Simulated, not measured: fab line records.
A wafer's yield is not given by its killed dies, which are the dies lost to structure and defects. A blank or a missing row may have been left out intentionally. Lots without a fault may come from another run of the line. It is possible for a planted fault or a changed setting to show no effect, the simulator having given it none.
fab line records    flow berkeleyCmos170
[record] lots = 5  wafers = 15  lastDay = 12
route steps=331 shown GATE@136 PLDD@145
lots with no fault: from the same line, run without faults
startH: start of the lot's first displayed wafer, in hours after the record's first day    waitH: time in hours since the lot's previous step    " same as the row above    L1.1+2: several wafers, shown together as one row    - no value, or no start given    * or withheld: withheld    < > ~ a bound
route shown NAME@n: NAME is a module with steps in the file, n the number in the route of the first one    usual: mean/standard deviation taken from wafers without a fault    same: alike in all rows    chamber/n: place in a boat    sites: per-site readings    _std_site: the standard deviation of these    _edge_site: the outer-site mean with the inner-site mean subtracted    radiusMm: for every site, how far away it sits from the centre of the wafer    mask NAME#n: copy n    behind: tool/chamber where the wafer was last shaped    hold: what put the lot on hold/how long, in hours/how the hold closed    device: the n, p or np transistor that did not switch    end of line: the same wafers' tests at the end of the route    a step without rows: its recipe alone    killed: count of dies lost to structure and defects at first sort (not the wafer's yield)    map: shows each die of a wafer: x if killed, . if not, _ if none is there
set.NAME: the setting as run; set.NAME@STEP: as run at that earlier step    model.NAME: the simulator's own value behind a step, which no gauge read
certain route steps with their lots: each step a table, each wafer a row
services: the hour from which a tool's chamber was out of use, counted from the record's first day as startH (under 0 if before that day), plus the number of hours and why
[[steps]]
[step UCB170_GATE_PEB_10]
[recipe] pebTempC = 130  pebTimeS = withheld  resist = KrF
lot.wafer   tool           chamber  startH  waitH
L074.1+3+5  lithoTrack-03  0        159.21  0.1
L077.1+4+5  lithoTrack-01  0        169.92  0.1
L082.1+3+4  lithoTrack-01  0        179.87  0.1
L093.1+4+5  lithoTrack-03  0        241.67  0.5
L091.2+4+6  lithoTrack-02  0        241.70  0.6
[step UCB170_GATE_DEVELOP_11]
[recipe] developer = TMAH  developTimeS = 45  resist = KrF  devTempC = 21
[same] developTimeS = 45
lot.wafer   tool           chamber  startH  waitH
L074.1+3+5  lithoTrack-03  0        -       -
L077.1+4+5  lithoTrack-01  0        -       -
L082.1+3+4  lithoTrack-01  0        -       -
L093.1+4+5  lithoTrack-03  0        -       -
L091.2+4+6  lithoTrack-02  0        -       -
[step UCB170_GATE_CD_MEAS_12]
[recipe] targetCdNm = 350
[usual] cdNm = 350.0/1.7
lot.wafer  tool      chamber  startH  waitH  cdNm
L074.1     cdSem-02  -        159.48  -      351.3
L074.3     "         -        "       "      350.7
L074.5     "         -        "       "      351.2
L077.1     cdSem-02  -        170.20  -      347.0
L077.4     "         -        "       "      346.7
L077.5     "         -        "       "      346.7
L082.1     cdSem-02  -        180.14  -      349.5
L082.3     "         -        "       "      350.3
L082.4     "         -        "       "      349.7
L091.2     cdSem-02  -        241.97  -      351.1
L091.4     "         -        "       "      351.6
L091.6     "         -        "       "      349.9
L093.1     cdSem-01  -        242.00  -      347.7
L093.4     "         -        "       "      348.8
L093.5     "         -        "       "      347.7
[step UCB170_GATE_OVL_MEAS_13]
[usual] GATE_OVL = -1/5.5
lot.wafer  tool        chamber  startH  waitH  GATE_OVL[nm]
L074.1     overlay-02  -        159.60  0.1    5
L074.3     "           -        "       "      -2
L074.5     "           -        "       "      4
L077.1     overlay-02  -        170.32  0.1    7
L077.4     "           -        "       "      5
L077.5     "           -        "       "      7
L082.1     overlay-01  -        180.26  0.1    10
L082.3     "           -        "       "      6
L082.4     "           -        "       "      9
L091.2     overlay-02  -        242.07  0.1    -5
L091.4     "           -        "       "      -5
L091.6     "           -        "       "      3
L093.1     overlay-01  -        242.12  0.1    -6
L093.4     "           -        "       "      -7
L093.5     "           -        "       "      -8
[step UCB170_GATE_ETCH_14]
[recipe] chemistry = N2/H2  targetDepthA = withheld  overetchA = withheld  target = BARC  timeS = withheld  sourceW = 500  biasW = 100  pressureMtorr = 30  n2FlowSccm = 100  h2FlowSccm = 200
[usual] chamberPressureMTorr = 29.997/0.026  drypumpMotorCurrentA = 5.5/0.44  n2FlowSccm = 100.0/0.31  oesProductAu = 1.007/0.02  throttleValvePct = 13.32/0.13
lot.wafer  tool        chamber  startH  waitH  chamberPressureMTorr  drypumpMotorCurrentA  n2FlowSccm  oesProductAu  throttleValvePct
L074.1     rieDiel-03  2        159.64  0.0    30.016                5.6                   100.0       1.041         13.08
L074.3     "           3        "       "      29.979                6.0                   100.1       0.997         13.32
L074.5     "           3        "       "      29.975                6.0                   100.1       1.000         13.32
L077.1     rieDiel-04  3        170.36  0.0    30.015                5.6                   99.4        0.996         13.28
L077.4     "           0        "       "      29.982                5.6                   99.6        1.029         13.57
L077.5     "           2        "       "      29.994                5.0                   99.8        1.013         13.27
L082.1     rieDiel-03  3        180.30  0.0    30.008                6.0                   100.5       0.997         13.33
L082.3     "           0        "       "      29.982                5.3                   99.8        0.989         13.25
L082.4     "           2        "       "      29.986                5.5                   100.0       1.031         13.08
L091.2     rieDiel-03  2        242.10  0.0    30.067                5.5                   100.3       1.042         13.08
L091.4     "           3        "       "      30.004                6.0                   99.9        1.004         13.33
L091.6     "           0        "       "      29.973                5.3                   99.9        0.991         13.25
L093.1     rieDiel-02  3        242.16  0.0    30.020                5.0                   99.9        0.971         13.47
L093.4     "           1        "       "      30.006                5.8                   99.9        0.998         13.48
L093.5     "           0        "       "      30.005                4.9                   100.2       1.002         13.29
[step UCB170_GATE_ETCH_15]
[recipe] chemistry = HBr/Cl2  target = poly-Si  stopOn = SiO2  overEtchFrac = 0.3  icpW = 300  biasW = 150  timeS = 56.3  pressureMtorr = 15  HBr_flow_sccm = 150  Cl2_flow_sccm = 50  targetDepthA = 2782
[usual] chamberPressureMTorr = 15.000/0.015  drypumpMotorCurrentA = 5.8/0.48  oesProductAu = 0.831/0.019  throttleValvePct = 26.58/0.24
lot.wafer  tool      chamber  startH  waitH  chamberPressureMTorr  drypumpMotorCurrentA  oesProductAu  rfHoursCounterH  throttleValvePct
L074.1     rieSi-02  2        159.68  -      15.030                5.5                   0.837         45               26.39
L074.3     "         1        "       "      14.983                4.9                   0.801         2                26.56
L074.5     "         1        "       "      14.993                4.9                   0.814         -                26.54
L077.1     rieSi-02  2        170.40  -      15.005                5.5                   0.845         45               26.37
L077.4     "         1        "       "      14.982                4.9                   0.805         2                26.56
L077.5     "         3        "       "      14.995                6.4                   0.857         -                26.56
L082.1     rieSi-01  2        180.34  -      14.983                5.8                   0.809         2                26.94
L082.3     "         0        "       "      15.015                6.1                   0.841         48               26.83
L082.4     "         3        "       "      15.021                5.9                   0.835         61               26.61
L091.2     rieSi-01  0        242.14  -      14.982                6.1                   0.849         48               26.82
L091.4     "         3        "       "      15.002                6.0                   0.840         61               26.59
L091.6     "         2        "       "      15.017                5.8                   0.807         -                26.94
L093.1     rieSi-02  2        242.20  -      14.991                5.5                   0.835         45               26.38
L093.4     "         0        "       "      15.001                6.2                   0.824         1                26.75
L093.5     "         1        "       "      14.985                4.9                   0.809         -                26.56
[step UCB170_GATE_STRIP_16]
[recipe] chemistry = O2  powerW = 400  pressureMtorr = 3500  platenTempC = withheld  o2FlowSccm = 400  overashFraction = 0.5
[usual] chamberPressureMTorr = 3500/3.2  drypumpMotorCurrentA = 5.32/0.17  oesProductAu = 0.724/0.0044
lot.wafer  tool            chamber  startH  waitH  chamberPressureMTorr  drypumpMotorCurrentA  oesProductAu  rfHoursCounterH
L074.1     plasmaAsher-01  1        159.73  0.0    3496                  5.31                  0.719         36
L074.3     "               0        "       "      3502                  5.35                  0.724         -
L074.5     "               1        "       "      3495                  5.32                  0.726         -
L077.1     plasmaAsher-02  0        170.45  0.0    3495                  5.61                  0.719         44
L077.4     "               1        "       "      3499                  5.50                  0.726         -
L077.5     "               0        "       "      3503                  5.62                  0.725         -
L082.1     plasmaAsher-04  1        180.39  0.0    3499                  5.23                  0.724         45
L082.3     "               0        "       "      3501                  5.08                  0.724         -
L082.4     "               1        "       "      3502                  5.24                  0.726         -
L091.2     plasmaAsher-04  0        242.19  0.0    3500                  5.09                  0.722         53
L091.4     "               1        "       "      3501                  5.24                  0.725         -
L091.6     "               0        "       "      3502                  5.08                  0.729         -
L093.1     plasmaAsher-04  0        242.29  0.1    3501                  5.08                  0.727         53
L093.4     "               0        "       "      3500                  5.07                  0.725         -
L093.5     "               1        "       "      3500                  5.24                  0.726         -
[step UCB170_GATE_CD_MEAS_90]
[recipe] targetCdNm = 350
[usual] cdNm = 349.3/1.7
lot.wafer  tool      chamber  startH  waitH  cdNm
L074.1     cdSem-02  -        159.83  0.1    351.7
L074.3     "         -        "       "      349.4
L074.5     "         -        "       "      349.0
L077.1     cdSem-02  -        170.55  0.1    346.1
L077.4     "         -        "       "      346.8
L077.5     "         -        "       "      345.8
L082.1     cdSem-02  -        180.54  0.1    348.4
L082.3     "         -        "       "      348.5
L082.4     "         -        "       "      350.2
L091.2     cdSem-02  -        242.45  0.2    350.2
L091.4     "         -        "       "      350.1
L091.6     "         -        "       "      348.5
L093.1     cdSem-01  -        242.48  0.2    347.9
L093.4     "         -        "       "      348.8
L093.5     "         -        "       "      347.8
[step UCB170_GATE_CLEAN_17]
[recipe] chemistry = SPM  tempC = 120  timeS = 600
lot.wafer   tool         chamber  startH  waitH
L074.1+3+5  wetBench-03  1        160.39  0.5
L077.1+4+5  wetBench-04  0        170.67  0.1
L082.1+3+4  wetBench-03  2        180.66  0.1
L091.2+4+6  wetBench-04  1        242.55  0.1
L093.1+4+5  wetBench-03  3        242.60  0.1
[step UCB170_PLDD_HMDS_00]
[recipe] primeTimeS = 60  primeTempC = 100
lot.wafer   tool           chamber  startH  waitH
L074.1+3+5  lithoTrack-02  0        160.57  0.0
L077.1+4+5  lithoTrack-01  0        171.09  0.2
L082.1+3+4  lithoTrack-01  0        180.83  0.0
L091.2+4+6  lithoTrack-02  0        242.75  0.0
L093.1+4+5  lithoTrack-04  0        242.87  0.1
[step UCB170_PLDD_COAT_01]
[recipe] resist = KrF  spinRpm = 1500  resistThkNm = 900
[usual] dispensePressureKPa = 47.4/2.9
lot.wafer  tool           chamber  startH  waitH  dispensePressureKPa
L074.1     lithoTrack-02  0        160.72  0.1    44.7
L074.3     "              0        "       "      44.7
L074.5     "              0        "       "      44.7
L077.1     lithoTrack-01  0        171.24  0.1    52.6
L077.4     "              0        "       "      52.6
L077.5     "              0        "       "      52.6
L082.1     lithoTrack-01  0        180.98  0.1    52.6
L082.3     "              0        "       "      52.5
L082.4     "              0        "       "      52.6
L091.2     lithoTrack-02  0        242.90  0.1    44.7
L091.4     "              0        "       "      44.8
L091.6     "              0        "       "      44.7
L093.1     lithoTrack-04  0        243.02  0.1    47.1
L093.4     "              0        "       "      47.1
L093.5     "              0        "       "      47.2
[step UCB170_PLDD_SOFTBAKE_02]
[recipe] resist = KrF  tempC = 130  timeS = 60
lot.wafer   tool           chamber  startH  waitH
L074.1+3+5  lithoTrack-02  0        160.87  0.1
L077.1+4+5  lithoTrack-01  0        171.39  0.1
L082.1+3+4  lithoTrack-01  0        181.13  0.1
L091.2+4+6  lithoTrack-02  0        243.05  0.1
L093.1+4+5  lithoTrack-04  0        243.17  0.1
[step UCB170_PLDD_EXPOSE_03]
[recipe] maskId = PSELECT  na = 0.5  sigmaOuter = 0.6  sourceShape = conventional  targetCdNm = 1200  doseMj = 30
[usual] focusOffsetNm = -0.1/0.45
lot.wafer  tool           chamber  startH  waitH  mask       focusOffsetNm
L074.1     krfScanner-02  0        161.09  0.2    PSELECT#0  0.0
L074.3     "              0        "       "      PSELECT#0  -0.1
L074.5     "              0        "       "      PSELECT#0  0.2
L077.1     krfScanner-01  0        171.66  0.2    PSELECT#0  -0.5
L077.4     "              0        "       "      PSELECT#0  0.2
L077.5     "              0        "       "      PSELECT#0  -0.3
L082.1     krfScanner-02  0        181.49  0.3    PSELECT#0  -0.8
L082.3     "              0        "       "      PSELECT#0  0.0
L082.4     "              0        "       "      PSELECT#0  -0.7
L091.2     krfScanner-01  0        243.19  0.1    PSELECT#0  -0.3
L091.4     "              0        "       "      PSELECT#0  -0.1
L091.6     "              0        "       "      PSELECT#0  -1.0
L093.1     krfScanner-01  0        243.32  0.1    PSELECT#0  0.1
L093.4     "              0        "       "      PSELECT#0  0.0
L093.5     "              0        "       "      PSELECT#0  0.3
[step UCB170_PLDD_PEB_04]
[recipe] pebTempC = 130  pebTimeS = withheld  resist = KrF
lot.wafer   tool           chamber  startH  waitH
L074.1+3+5  lithoTrack-04  0        161.21  0.1
L077.1+4+5  lithoTrack-01  0        171.78  0.1
L082.1+3+4  lithoTrack-01  0        182.18  0.7
L091.2+4+6  lithoTrack-04  0        243.62  0.4
L093.1+4+5  lithoTrack-02  0        243.62  0.3
[[services]]
tool            chamber  startH  hours  kind
rieSi-02        3        136.12  1.1    repair
rieSi-01        -        148.35  28.1   pm
rieDiel-03      3        149.39  5.0    repair
rieDiel-02      -        149.87  28.1   repair
rieDiel-04      -        156.72  4.7    repair
krfScanner-01   -        159.27  1.0    pm
krfScanner-01   -        160.27  0.8    pm
rieDiel-04      1        161.40  -      clean
rieDiel-04      1        161.40  16.1   scheduledDown
wetBench-03     -        166.43  3.2    repair
rieSi-01        -        176.45  2.8    pm
rieDiel-02      -        178.02  2.8    pm
wetBench-04     -        181.50  1.9    pm
rieSi-02        3        186.14  5.2    repair
krfScanner-02   -        201.23  1.2    repair
krfScanner-02   0        210.89  -      calibration
krfScanner-01   -        229.08  0.2    repair
plasmaAsher-01  -        229.90  14.6   pm
rieDiel-02      2        232.73  9.9    repair
krfScanner-02   -        236.32  4.8    repair
krfScanner-02   -        241.16  1.3    pm
plasmaAsher-02  -        241.60  0.8    repair
krfScanner-02   -        242.46  1.0    pm
rieDiel-02      1        243.40  12.0   repair
[[key]]
fault none
